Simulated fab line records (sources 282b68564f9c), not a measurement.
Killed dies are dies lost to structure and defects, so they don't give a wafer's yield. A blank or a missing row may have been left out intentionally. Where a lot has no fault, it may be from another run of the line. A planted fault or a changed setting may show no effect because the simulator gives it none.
A struck lot beside a sound one :: flow rit_cmos :: 15 steps out of a route of 202
Sound: wafers L794.1, L794.4, L794.5. Wafers struck: L793.2, L793.3, L793.6. The cause comes at the end.
At each step with rows: each side's tool, then ch and its chambers, then its first start. Under that, the readings that differ: sound wafers :: struck wafers :: difference of the means :: sigmas: that difference in standard deviations of wafers without a fault.
alike: words and numbers the same on both sides, and readings whose means are apart by under 2 such deviations; not compared: readings that were withheld, readings missing a value for some wafer, numbers with overlapping values and no deviation given by the record, and bounds like >300 which may hide the same value.
The two part at a step that has a row with sigmas, a row that says differs or no value, or rows on one side only. Numbers that don't overlap but have no deviation are shown without sigmas and don't part them. A reading that every wafer of one side lacks parts them only if that side has two wafers or more.

first, 1 step without rows for these wafers: RIT_SDANNEAL_CLEAN_02 (cleans in SC2, time 600 s).
RIT_SDANNEAL_RTA_03: time 5 s.
  sound on rtp_anneal-01 ch 0, day 7 10:55; struck on rtp_anneal-02 ch 0, day 6 23:06
  alike: wafer_temp_C_max
RIT_SDANNEAL_RS_MEAS_04: uses a four-point probe to measure.
  sound on film_metro-03 at day 7 10:58; struck on film_metro-02 at day 6 23:10
  alike: PSD_RS
RIT_SDANNEAL_RS_MEAS_05: uses a four-point probe to measure.
  sound on film_metro-03 at day 7 11:05; struck on film_metro-02 at day 6 23:17
  alike: NSD_RS
RIT_SDANNEAL_RS_MEAS_06: uses a four-point probe to measure.
  sound on film_metro-03 at day 7 11:12; struck on film_metro-02 at day 6 23:25
  alike: PLDD_RS
RIT_SDANNEAL_RS_MEAS_07: uses a four-point probe to measure.
  sound on film_metro-03 at day 7 11:19; struck on film_metro-02 at day 6 23:32
  alike: NLDD_RS
then, 1 step without rows for these wafers: RIT_SILICIDE_WET_ETCH_00 (etches SiO2 in BOE, target depth 14 nm, time 15 s).
RIT_SILICIDE_SPUTTER_01: material Ti, target thk 30 nm, time 240 s.
  sound on pvd_sputter-02 at day 7 11:28; struck on pvd_sputter-04 at day 6 23:38
  alike: throttle_valve_pct
RIT_SILICIDE_RS_MEAS_02: uses a four-point probe to measure.
  sound on film_metro-04 at day 7 11:37; struck on film_metro-04 at day 6 23:49
  alike: SILICIDE_TI_RS
RIT_SILICIDE_THK_MEAS_03: measures by xrf.
  sound on film_metro-04 at day 7 11:44; struck on film_metro-04 at day 6 23:55
  alike: SILICIDE_TI_THK
RIT_SILICIDE_RTA_04: time 10 s, ramp up 5 s, ramp down 5 s.
  sound on rtp_anneal-02 ch 0, day 7 11:47; struck on rtp_anneal-01 ch 0, day 6 23:59
  alike: wafer_temp_C_max
then, 1 step without rows for these wafers: RIT_SILICIDE_WET_ETCH_05 (etches Ti in SPM, time 120 s).
RIT_SILICIDE_RTA_06: time 10 s, ramp up 5 s, ramp down 10 s.
  sound on rtp_anneal-01 ch 0, day 7 11:53; struck on rtp_anneal-02 ch 0, day 7 00:06
reading: wafer_temp_C_max
sound: 753.8 753.7 753.0
struck: 758.5 758.3 759.1
difference: +5.1
sigmas: +7
RIT_CONTACT_CVD_00: deposits SiO2 from TEOS, target thk 400 nm, time 58.06 s.
  sound on pecvd-02 ch 0,1, day 7 11:58; struck on pecvd-04 ch 0,2, day 7 00:09
  alike: heater_power_w
RIT_M1_PROBE_99:
  sound on prober-02 at day 7 18:14; struck on prober-01 at day 7 07:52
reading: killed_at_contacts
sound: 1 0 1
struck: 0 0 0
difference: -1
sigmas: -4
  alike: killed_at_front_end, killed_dies, killed_open, killed_short

WHERE THEY PART
At RIT_SILICIDE_RTA_06 first; at RIT_M1_PROBE_99 last (within this record only).

WHY: whatever the simulator had introduced
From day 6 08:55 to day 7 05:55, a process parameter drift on rtp_anneal-02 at RIT_SILICIDE_RTA_06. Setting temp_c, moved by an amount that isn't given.
